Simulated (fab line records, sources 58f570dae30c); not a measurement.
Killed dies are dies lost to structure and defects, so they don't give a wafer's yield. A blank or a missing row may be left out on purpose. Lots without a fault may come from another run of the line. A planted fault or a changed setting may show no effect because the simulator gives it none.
Tool commonality check | flow berkeley_cmos170 | 14 lots, 41 wafers sampled

WHY IT WAS OPENED
At UCB170_PLDD_TW_MEAS_11 the reading PLDD_TW is flagged on 2 of 14 lots. Wafers without a fault read 1007, standard deviation 6.7.
Rule: a lot is flagged when every wafer of it that has a number lies more than 4 standard deviations from that mean, or none has a number. The other lots count as sound.

lot  | measured     | on            | PLDD_TW, wafer by wafer | flag
L463 | day 7 16:29  | film_metro-03 | 1010 1002 1001          |
L469 | day 8 05:04  | film_metro-02 | 1012 1017 1013          |
L466 | day 8 05:20  | film_metro-02 | 1015 1014 1011          |
L468 | day 8 05:37  | film_metro-01 | 1001 1003 1005          |
L465 | day 8 05:43  | film_metro-01 | 998 1004 1006           |
L472 | day 8 20:59  | film_metro-02 | 1012 1013 1013          |
L470 | day 8 21:05  | film_metro-02 | 1018 1012 1011          |
L475 | day 9 16:26  | film_metro-01 | 1001 999 996            |
L474 | day 9 16:59  | film_metro-01 | 997 993 1003            |
L479 | day 10 09:54 | film_metro-03 | 900 898                 | FLAGGED
L480 | day 10 10:28 | film_metro-02 | 907 906 911             | FLAGGED
L483 | day 11 01:11 | film_metro-03 | 1000 1007 1003          |
L484 | day 11 01:47 | film_metro-02 | 1011 1008 1007          |
L485 | day 11 14:22 | film_metro-03 | 1012 1008 1002          |
The numbers of the flagged lots are 904 on average: -103 against the usual, or -15 standard deviations.

WHICH TOOL RAN EACH LOT
The record holds 1 process step before the reading, out of a route of 331 steps. In each cell: the tool, then ch and the chambers that the sampled wafers went through, then the start.
lot  | flag    | UCB170_PLDD_IMPLANT_09
L463 |         | implanter-02 ch 0, day 7 16:14
L469 |         | implanter-02 ch 0, day 8 04:49
L466 |         | implanter-03 ch 0, day 8 05:05
L468 |         | implanter-02 ch 0, day 8 05:22
L465 |         | implanter-01 ch 0, day 8 05:28
L472 |         | implanter-01 ch 0, day 8 20:46
L470 |         | implanter-02 ch 0, day 8 20:51
L475 |         | implanter-03 ch 0, day 9 16:11
L474 |         | implanter-01 ch 0, day 9 16:46
L479 | FLAGGED | implanter-02 ch 0, day 10 09:39
L480 | FLAGGED | implanter-02 ch 0, day 10 10:14
L483 |         | implanter-01 ch 0, day 11 00:56
L484 |         | implanter-03 ch 0, day 11 01:32
L485 |         | implanter-01 ch 0, day 11 14:08
What these steps do:
- UCB170_PLDD_IMPLANT_09
- UCB170_PLDD_TW_MEAS_11

FLAGGED OVER TOTAL, TOOL BY TOOL (the gauges that took the reading come last)
step                   | tool          | lots run | flagged | share of the flagged lots | sound lots run after its first flagged lot
UCB170_PLDD_IMPLANT_09 | implanter-01  | 5        | 0       | none                      | -
UCB170_PLDD_IMPLANT_09 | implanter-02  | 6        | 2       | all                       | 0
UCB170_PLDD_IMPLANT_09 | implanter-03  | 3        | 0       | none                      | -
UCB170_PLDD_TW_MEAS_11 | film_metro-01 | 4        | 0       | none                      | -
UCB170_PLDD_TW_MEAS_11 | film_metro-02 | 6        | 1       | some                      | 1 (L484)
UCB170_PLDD_TW_MEAS_11 | film_metro-03 | 4        | 1       | some                      | 2 (L483,L485)

WHAT THE TABLE ALLOWS
1 row of the table ran every flagged lot: implanter-02 at UCB170_PLDD_IMPLANT_09.
- implanter-02 at UCB170_PLDD_IMPLANT_09: 2 of its 6 lots flagged. Its last sound lot is L470 (day 8 20:51), its first flagged lot L479 (day 10 09:39): a fault that began between those two fits. Its own readings lie more than 4 standard deviations out on every wafer of the flagged lots: dose_ions_cm2, faraday_current_uA.
One tool is left: implanter-02 at UCB170_PLDD_IMPLANT_09.

WHAT THE SIMULATOR HAD PUT IN
Process parameter drift: implanter-02, from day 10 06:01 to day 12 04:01, at UCB170_PLDD_IMPLANT_09. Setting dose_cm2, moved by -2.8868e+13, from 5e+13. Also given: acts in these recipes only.
Lots struck among those shown: L479, L480. The rule above found the same.
